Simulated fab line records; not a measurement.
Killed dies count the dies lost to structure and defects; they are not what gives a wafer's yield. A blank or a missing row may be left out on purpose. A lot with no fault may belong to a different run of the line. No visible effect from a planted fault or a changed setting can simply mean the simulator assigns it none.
A struck lot beside a sound one + flow berkeley cmos170 + 20 steps out of a route of 331
Sound: the wafers L591.1, L591.3, L591.4. The struck wafers were L597.1, L597.2, L597.4. The cause is given at the end.
For every step that has rows: the tool of each side, followed by ch and its chambers, followed by its first start. Under that, the readings that differ: sound wafers + struck wafers + difference of the means + sigmas: that difference in standard deviations of wafers without a fault.
alike: words and numbers the same on both sides, and readings whose means are apart by under 2 such deviations; not compared: readings that were withheld, readings missing a value for some wafer, numbers with overlapping values and no deviation given by the record, and bounds like >300 which may hide the same value.
The two part at a step that has a row with sigmas, a row that says differs or no value, or rows on one side only. Non-overlapping numbers with no deviation appear without sigmas and do not part them. A reading missing from all wafers of one side parts the sides only when that side holds two or more wafers.

first, 1 step without rows for these wafers: UCB170_FIELD_WET_ETCH_06 (etches SiO2 in BOE, time 22 s).
UCB170_FIELD_THK_MEAS_90:
  sound on film metro-03, day 5 04:22; struck on film metro-01, day 6 07:01
  alike: FIELD_OXIDE_LEFT_1_THK
then, 2 steps without rows for these wafers: UCB170_SACOX_CLEAN_00 (cleans in dHF, time 7.5 s); UCB170_SACOX_OXIDATION_01 (target thk 14.4 nm, ox time 2400 s).
UCB170_SACOX_THK_MEAS_02:
  sound on film metro-03, day 5 09:49; struck on film metro-03, day 6 13:26
  alike: SACOX_OXIDE_THK
then, 2 steps without rows for these wafers: UCB170_SCREENOX_WET_ETCH_00 (etches SiO2 in dHF, time 200 s); UCB170_SCREENOX_OXIDATION_01 (target thk 14.4 nm, ox time 2400 s).
UCB170_SCREENOX_THK_MEAS_02:
  sound on film metro-04, day 5 14:28; struck on film metro-04, day 6 20:17
  alike: SCREENOX_OXIDE_THK
then, 4 steps without rows for these wafers: UCB170_SCREENOX_ANNEAL_03 (time 900 s); UCB170_NVT_HMDS_00 (prime time 60 s); UCB170_NVT_COAT_01 (resist thk 900 nm); UCB170_NVT_SOFTBAKE_02 (time 60 s).
UCB170_NVT_EXPOSE_03: exposes mask PWELL, target cd 3000 nm.
  sound on krf scanner-01 ch 0, day 5 18:59; struck on krf scanner-02 ch 0, day 7 02:14
| reading | sound                   | struck                  | difference | sigmas |
|---------|-------------------------|-------------------------|------------|--------|
| mask    | PWELL#0 PWELL#0 PWELL#0 | NWELL#0 NWELL#0 NWELL#0 | differs    |        |
  alike: reticle temp C
then, 2 steps without rows for these wafers: UCB170_NVT_PEB_04; UCB170_NVT_DEVELOP_05 (develop time 45 s).
UCB170_NVT_OVL_MEAS_06:
  sound on overlay-02, day 5 19:22; struck on overlay-02, day 7 02:38
| reading      | sound      | struck | difference                    | sigmas |
|--------------|------------|--------|-------------------------------|--------|
| NVT_OVL (nm) | -10 -10 -7 | - - -  | no value on the struck wafers |        |
after that, 1 step had no rows for these wafers: UCB170_NVT_IMPLANT_07.
UCB170_NVT_STRIP_08: strips in O2.
  sound on plasma asher-04 ch 0,1, day 5 19:34; struck on plasma asher-03 ch 0,1, day 7 02:49
| reading                      | sound             | struck            | difference | sigmas |
|------------------------------|-------------------|-------------------|------------|--------|
| strip time to endpoint s (s) | 21.77 21.73 21.62 | 21.52 21.52 21.55 | -0.18      | -3     |
  alike: drypump motor current A, oes product au
  not compared: rf hours counter h
UCB170_NVT_TW_MEAS_09:
  sound on film metro-04, day 5 19:40; struck on film metro-03, day 7 02:55
| reading | sound       | struck   | difference | sigmas      |
|---------|-------------|----------|------------|-------------|
| NVT_TW  | 536 532 535 | 30 30 30 | -504       | -99 or more |
then, 1 step without rows for these wafers: UCB170_NVT_CLEAN_10 (cleans in SPM, time 600 s).

WHERE THEY PART
Earliest at UCB170_NVT_EXPOSE_03; latest, in this record, at UCB170_NVT_TW_MEAS_09.

WHY: what had been put in by the simulator
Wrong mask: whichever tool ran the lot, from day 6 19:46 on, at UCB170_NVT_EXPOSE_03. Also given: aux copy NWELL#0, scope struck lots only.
